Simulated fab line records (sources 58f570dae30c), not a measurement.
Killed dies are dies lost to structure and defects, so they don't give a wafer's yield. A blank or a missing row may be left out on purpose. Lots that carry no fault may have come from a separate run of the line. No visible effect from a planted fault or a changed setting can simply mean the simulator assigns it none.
Which tool did it? :: flow berkeley cmos170 :: 42 wafers from 14 lots sampled at 5 of the route's 331 steps

WHAT THE GAUGES READ, wafer by wafer
UCB170_WELLDRIVE_THK_MEAS_02.
lot: L870
measured: day 3 21:37
on: film metro-04
WELLDRIVE_OXIDE_THK (nm): 198 196 196

lot: L871
measured: day 4 12:40
on: film metro-02
WELLDRIVE_OXIDE_THK (nm): 205 203 203

lot: L873
measured: day 4 12:40
on: film metro-03
WELLDRIVE_OXIDE_THK (nm): 198 196 198

lot: L876
measured: day 5 13:36
on: film metro-04
WELLDRIVE_OXIDE_THK (nm): 200 202 201

lot: L879
measured: day 6 03:55
on: film metro-03
WELLDRIVE_OXIDE_THK (nm): 199 200 197

lot: L882
measured: day 6 10:12
on: film metro-04
WELLDRIVE_OXIDE_THK (nm): 189 190 188

lot: L884
measured: day 6 20:42
on: film metro-03
WELLDRIVE_OXIDE_THK (nm): 200 199 199

lot: L886
measured: day 6 20:42
on: film metro-04
WELLDRIVE_OXIDE_THK (nm): 199 202 199

lot: L887
measured: day 7 14:53
on: film metro-04
WELLDRIVE_OXIDE_THK (nm): 196 194 195

lot: L888
measured: day 7 14:54
on: film metro-03
WELLDRIVE_OXIDE_THK (nm): 194 197 195

lot: L891
measured: day 7 22:35
on: film metro-03
WELLDRIVE_OXIDE_THK (nm): 200 197 195

lot: L889
measured: day 7 22:35
on: film metro-02
WELLDRIVE_OXIDE_THK (nm): 201 196 201

lot: L893
measured: day 8 14:13
on: film metro-02
WELLDRIVE_OXIDE_THK (nm): 190 190 194

lot: L892
measured: day 8 17:44
on: film metro-04
WELLDRIVE_OXIDE_THK (nm): 195 202 201

UCB170_PFIELD_TW_MEAS_09.
lot: L870
measured: day 5 00:53
on: film metro-01
PFIELD_TW: 601 600 598

lot: L871
measured: day 5 11:38
on: film metro-03
PFIELD_TW: 598 599 595

lot: L873
measured: day 5 12:17
on: film metro-01
PFIELD_TW: 602 602 596

lot: L876
measured: day 6 13:08
on: film metro-03
PFIELD_TW: 592 596 595

lot: L879
measured: day 7 04:02
on: film metro-01
PFIELD_TW: 600 598 600

lot: L882
measured: day 7 09:39
on: film metro-03
PFIELD_TW: 591 589 594

lot: L884
measured: day 7 19:29
on: film metro-01
PFIELD_TW: 604 604 602

lot: L886
measured: day 7 19:11
on: film metro-04
PFIELD_TW: 593 592 593

lot: L887
measured: day 8 12:47
on: film metro-03
PFIELD_TW: 595 589 597

lot: L888
measured: day 8 11:37
on: film metro-04
PFIELD_TW: 597 596 600

lot: L891
measured: day 8 22:31
on: film metro-01
PFIELD_TW: 603 606 603

lot: L889
measured: day 8 22:17
on: film metro-01
PFIELD_TW: 601 600 602

lot: L893
measured: day 9 13:15
on: film metro-01
PFIELD_TW: 599 600 599

lot: L892
measured: day 9 13:09
on: film metro-03
PFIELD_TW: 598 595 595

UCB170_FIELD_THK_MEAS_91.
lot: L870
measured: day 6 16:47
on: film metro-01
FIELD_OXIDE_LEFT_2_THK (nm): 343 352 351

lot: L871
measured: day 7 07:12
on: film metro-01
FIELD_OXIDE_LEFT_2_THK (nm): 361 361 354

lot: L873
measured: day 7 06:40
on: film metro-03
FIELD_OXIDE_LEFT_2_THK (nm): 346 358 347

lot: L876
measured: day 7 22:43
on: film metro-03
FIELD_OXIDE_LEFT_2_THK (nm): 340 352 337

lot: L879
measured: day 8 16:19
on: film metro-03
FIELD_OXIDE_LEFT_2_THK (nm): 354 347 345

lot: L882
measured: day 8 17:13
on: film metro-01
FIELD_OXIDE_LEFT_2_THK (nm): 411 406 407

lot: L884
measured: day 9 07:42
on: film metro-02
FIELD_OXIDE_LEFT_2_THK (nm): 402 402 400

lot: L886
measured: day 9 07:42
on: film metro-01
FIELD_OXIDE_LEFT_2_THK (nm): 348 347 356

lot: L887
measured: day 10 08:49
on: film metro-01
FIELD_OXIDE_LEFT_2_THK (nm): 353 353 358

lot: L888
measured: day 10 08:49
on: film metro-03
FIELD_OXIDE_LEFT_2_THK (nm): 343 357 334

lot: L891
measured: day 10 18:32
on: film metro-02
FIELD_OXIDE_LEFT_2_THK (nm): 349 360 348

lot: L889
measured: day 10 18:33
on: film metro-01
FIELD_OXIDE_LEFT_2_THK (nm): 356 359 362

lot: L893
measured: day 11 08:57
on: film metro-01
FIELD_OXIDE_LEFT_2_THK (nm): 329 333 333

lot: L892
measured: day 11 08:35
on: film metro-03
FIELD_OXIDE_LEFT_2_THK (nm): 346 351 352

TOOL THAT RAN EACH LOT (tool first, then ch and the chambers of the sampled wafers, then the start)
lot: L870
UCB170_ACTIVE_STRIP_16: plasma asher-04 ch 1, day 4 22:48
UCB170_GATE_WET_ETCH_00: wet bench-04 ch 1, day 6 16:43

lot: L871
UCB170_ACTIVE_STRIP_16: plasma asher-04 ch 0,1, day 5 09:53
UCB170_GATE_WET_ETCH_00: wet bench-04 ch 1, day 7 07:08

lot: L873
UCB170_ACTIVE_STRIP_16: plasma asher-04 ch 1, day 5 10:13
UCB170_GATE_WET_ETCH_00: wet bench-04 ch 2, day 7 06:35

lot: L876
UCB170_ACTIVE_STRIP_16: plasma asher-03 ch 0,1, day 6 11:16
UCB170_GATE_WET_ETCH_00: wet bench-04 ch 3, day 7 22:37

lot: L879
UCB170_ACTIVE_STRIP_16: plasma asher-04 ch 0,1, day 7 02:22
UCB170_GATE_WET_ETCH_00: wet bench-04 ch 1, day 8 16:13

lot: L882
UCB170_ACTIVE_STRIP_16: plasma asher-04 ch 0,1, day 7 07:14
UCB170_GATE_WET_ETCH_00: wet bench-01 ch 3, day 8 17:09

lot: L884
UCB170_ACTIVE_STRIP_16: plasma asher-03 ch 0,1, day 7 17:18
UCB170_GATE_WET_ETCH_00: wet bench-04 ch 2, day 9 07:37

lot: L886
UCB170_ACTIVE_STRIP_16: plasma asher-04 ch 0,1, day 7 17:10
UCB170_GATE_WET_ETCH_00: wet bench-04 ch 0, day 9 07:37

lot: L887
UCB170_ACTIVE_STRIP_16: plasma asher-02 ch 0,1, day 8 10:13
UCB170_GATE_WET_ETCH_00: wet bench-04 ch 1, day 10 08:44

lot: L888
UCB170_ACTIVE_STRIP_16: plasma asher-04 ch 0,1, day 8 10:05
UCB170_GATE_WET_ETCH_00: wet bench-04 ch 1, day 10 08:44

lot: L891
UCB170_ACTIVE_STRIP_16: plasma asher-03 ch 0,1, day 8 20:49
UCB170_GATE_WET_ETCH_00: wet bench-04 ch 0, day 10 18:28

lot: L889
UCB170_ACTIVE_STRIP_16: plasma asher-04 ch 0,1, day 8 20:34
UCB170_GATE_WET_ETCH_00: wet bench-04 ch 2, day 10 18:28

lot: L893
UCB170_ACTIVE_STRIP_16: plasma asher-03 ch 0,1, day 9 08:58
UCB170_GATE_WET_ETCH_00: wet bench-04 ch 2, day 11 08:49

lot: L892
UCB170_ACTIVE_STRIP_16: plasma asher-02 ch 0,1, day 9 08:44
UCB170_GATE_WET_ETCH_00: wet bench-04 ch 0, day 11 08:29
- UCB170_ACTIVE_STRIP_16: strips in O2.
- UCB170_GATE_WET_ETCH_00: etches SiO2 in dHF, time 200 s.

AS READ BY THE TOOLS THEMSELVES (means over the sampled wafers that have a number; for cases with no such wafer, the mark the record gives instead)
UCB170_ACTIVE_STRIP_16.
lot: L870
tool: plasma asher-04
drypump motor current A (A): 5.99
oes product au (a.u.): 0.722
strip time to endpoint s (s): 18.08

lot: L871
tool: plasma asher-04
drypump motor current A (A): 5.77
oes product au (a.u.): 0.720
strip time to endpoint s (s): 17.95

lot: L873
tool: plasma asher-04
drypump motor current A (A): 5.99
oes product au (a.u.): 0.723
strip time to endpoint s (s): 17.94

lot: L876
tool: plasma asher-03
drypump motor current A (A): 5.60
oes product au (a.u.): 0.721
strip time to endpoint s (s): 18.10

lot: L879
tool: plasma asher-04
drypump motor current A (A): 5.52
oes product au (a.u.): 0.724
strip time to endpoint s (s): 18.14

lot: L882
tool: plasma asher-04
drypump motor current A (A): 5.76
oes product au (a.u.): 0.722
strip time to endpoint s (s): 18.07

lot: L884
tool: plasma asher-03
drypump motor current A (A): 5.60
oes product au (a.u.): 0.722
strip time to endpoint s (s): 18.03

lot: L886
tool: plasma asher-04
drypump motor current A (A): 5.53
oes product au (a.u.): 0.722
strip time to endpoint s (s): 18.05

lot: L887
tool: plasma asher-02
drypump motor current A (A): 5.39
oes product au (a.u.): 0.718
strip time to endpoint s (s): 17.98

lot: L888
tool: plasma asher-04
drypump motor current A (A): 5.53
oes product au (a.u.): 0.720
strip time to endpoint s (s): 18.03

lot: L891
tool: plasma asher-03
drypump motor current A (A): 5.62
oes product au (a.u.): 0.720
strip time to endpoint s (s): 18.07

lot: L889
tool: plasma asher-04
drypump motor current A (A): 5.77
oes product au (a.u.): 0.726
strip time to endpoint s (s): 18.12

lot: L893
tool: plasma asher-03
drypump motor current A (A): 5.60
oes product au (a.u.): 0.718
strip time to endpoint s (s): 17.97

lot: L892
tool: plasma asher-02
drypump motor current A (A): 5.37
oes product au (a.u.): 0.720
strip time to endpoint s (s): 18.06

UCB170_GATE_WET_ETCH_00.
lot: L870
tool: wet bench-04
bath heat duty pct (%): 6.2
run length s (s): 233

lot: L871
tool: wet bench-04
bath heat duty pct (%): 6.6
run length s (s): 235

lot: L873
tool: wet bench-04
bath heat duty pct (%): 6.3
run length s (s): 232

lot: L876
tool: wet bench-04
bath heat duty pct (%): 6.3
run length s (s): 234

lot: L879
tool: wet bench-04
bath heat duty pct (%): 6.4
run length s (s): 235

lot: L882
tool: wet bench-01
bath heat duty pct (%): -
run length s (s): -

lot: L884
tool: wet bench-04
bath heat duty pct (%): -
run length s (s): -

lot: L886
tool: wet bench-04
bath heat duty pct (%): 5.8
run length s (s): 234

lot: L887
tool: wet bench-04
bath heat duty pct (%): 6.5
run length s (s): 235

lot: L888
tool: wet bench-04
bath heat duty pct (%): 6.5
run length s (s): 235

lot: L891
tool: wet bench-04
bath heat duty pct (%): 6.2
run length s (s): 227

lot: L889
tool: wet bench-04
bath heat duty pct (%): 5.7
run length s (s): 224

lot: L893
tool: wet bench-04
bath heat duty pct (%): 6.2
run length s (s): 224

lot: L892
tool: wet bench-04
bath heat duty pct (%): 5.9
run length s (s): 227

THE ANSWER, worked out from the rows above alone
Rule: the lots themselves supply what counts as usual. The widest of any qualifying gaps counts: lots, ordered by their means at a reading, are off when they make up no more than a third of the lots, leave a main group of 4 or more, and stand apart from it by 3 or more times the standard deviation of that group's means. If all means in a main group match to the digits the tables above print for the reading, that group is not used. A lot without any number at a reading at which 4 lots or more have one is off too. All remaining lots with rows at the step are treated as sound. First the gauges in route order, then the tools' own readings, where a lot's mean is used as printed above. At the first step where some lot is off, the reading lying furthest off is the one used; lots without a number count as furthest.
Off: at UCB170_FIELD_THK_MEAS_91 (FIELD_OXIDE_LEFT_2_THK), L882, L884. The main group: mean 349 nm, standard deviation 7.
If a tool, at a process step before that reading, ran all the lots that are off and no sound lot after the first of them, it fits. The gauges at UCB170_FIELD_THK_MEAS_91 aren't tried: what is off there is off at UCB170_GATE_WET_ETCH_00 too, on other tools, and a gauge's error can't cause that. Of those tried, none fits.

WHAT THE SIMULATOR HAD INSERTED
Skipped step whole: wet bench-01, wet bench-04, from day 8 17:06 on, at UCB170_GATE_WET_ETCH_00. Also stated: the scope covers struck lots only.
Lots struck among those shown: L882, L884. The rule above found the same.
